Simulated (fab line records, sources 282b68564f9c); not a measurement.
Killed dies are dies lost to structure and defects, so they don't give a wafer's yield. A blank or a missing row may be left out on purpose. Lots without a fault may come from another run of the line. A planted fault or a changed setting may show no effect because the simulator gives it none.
Which tool did it? | flow rit_cmos | 13 lots, 39 wafers sampled, at 1 step of a route of 202

WHAT THE GAUGES READ, wafer by wafer
The record holds no reading of a measuring or inspecting step that can be judged against a usual standard deviation.

WHICH TOOL RAN EACH LOT (tool, then ch and the chambers of the sampled wafers, then the start)
lot  | RIT_SPACER_ETCHBACK_05
L397 | rie_diel-03 ch 0,1,3, day 3 08:38
L399 | rie_diel-03 ch 1,2,3, day 3 12:41
L401 | rie_diel-03 ch 1,2, day 4 06:53
L402 | rie_diel-04 ch 1,2,3, day 4 06:53
L405 | rie_diel-02 ch 1,2,3, day 4 16:47
L407 | rie_diel-04 ch 0,2,3, day 5 01:39
L411 | rie_diel-02 ch 0,2, day 5 22:05
L412 | rie_diel-03 ch 0,1,3, day 6 04:52
L414 | rie_diel-02 ch 0,2,3, day 6 18:20
L417 | rie_diel-03 ch 0,2,3, day 7 12:08
L418 | rie_diel-03 ch 1,2, day 7 19:04
L419 | rie_diel-03 ch 0,2,3, day 8 04:05
L420 | rie_diel-04 ch 2,3, day 8 05:59
- RIT_SPACER_ETCHBACK_05: etches Si3N4 in SF6/CHF3, stops on SiO2, target depth 250 nm, time 240 s.

WHAT THE TOOLS THEMSELVES READ (means of the sampled wafers that have a number; where no wafer has one, the mark that the record gives instead)
RIT_SPACER_ETCHBACK_05.
lot  | tool        | drypump_motor_current_A (A) | oes_product_au (a.u.) | run_length_s (s) | throttle_valve_pct (%)
L397 | rie_diel-03 | 5.6                         | 0.829                 | 268.4            | 10.38
L399 | rie_diel-03 | 5.9                         | 0.846                 | 268.3            | 10.37
L401 | rie_diel-03 | 6.3                         | 0.826                 | 268.3            | 10.44
L402 | rie_diel-04 | 6.3                         | 0.858                 | 268.8            | 10.28
L405 | rie_diel-02 | 5.7                         | 0.834                 | 268.9            | 10.24
L407 | rie_diel-04 | 6.1                         | 0.817                 | 282.7            | 10.30
L411 | rie_diel-02 | 5.4                         | 0.836                 | 268.4            | 10.30
L412 | rie_diel-03 | 5.7                         | 0.830                 | 268.0            | 10.40
L414 | rie_diel-02 | 5.6                         | 0.835                 | 268.7            | 10.31
L417 | rie_diel-03 | 5.7                         | 0.842                 | 268.3            | 10.33
L418 | rie_diel-03 | 6.4                         | 0.833                 | 268.5            | 10.40
L419 | rie_diel-03 | 5.7                         | 0.834                 | 268.2            | 10.33
L420 | rie_diel-04 | 6.2                         | 0.845                 | 268.6            | 10.28

THE ANSWER, worked out from the rows above alone
Rule: what is usual is taken from the lots themselves. Put in order of their means at a reading, lots are off if they are a third of the lots or fewer, leave a main group of 4 or more, and stand apart from it by a gap of 3 or more times the standard deviation of the main group's means; of several such gaps the widest counts. A main group whose means are all the same, to the digits that the tables above print for the reading, isn't used. A lot without any number at a reading at which 4 lots or more have one is off too. The other lots that the step has rows for count as sound. The gauges are gone through in route order, then the tools' own readings, and for those a lot's mean is taken as printed above. The first step at which some lot is off is used, and at that step the reading that is off furthest; a lot without a number counts as furthest.
Off: L407, at RIT_SPACER_ETCHBACK_05 (run_length_s). The main group: mean 268.4 s, standard deviation 0.25.
A tool fits if, at that step or a process step before it, it ran every lot that is off, and no sound lot after the first of them. None of those tried fits.

WHAT THE SIMULATOR HAD PUT IN
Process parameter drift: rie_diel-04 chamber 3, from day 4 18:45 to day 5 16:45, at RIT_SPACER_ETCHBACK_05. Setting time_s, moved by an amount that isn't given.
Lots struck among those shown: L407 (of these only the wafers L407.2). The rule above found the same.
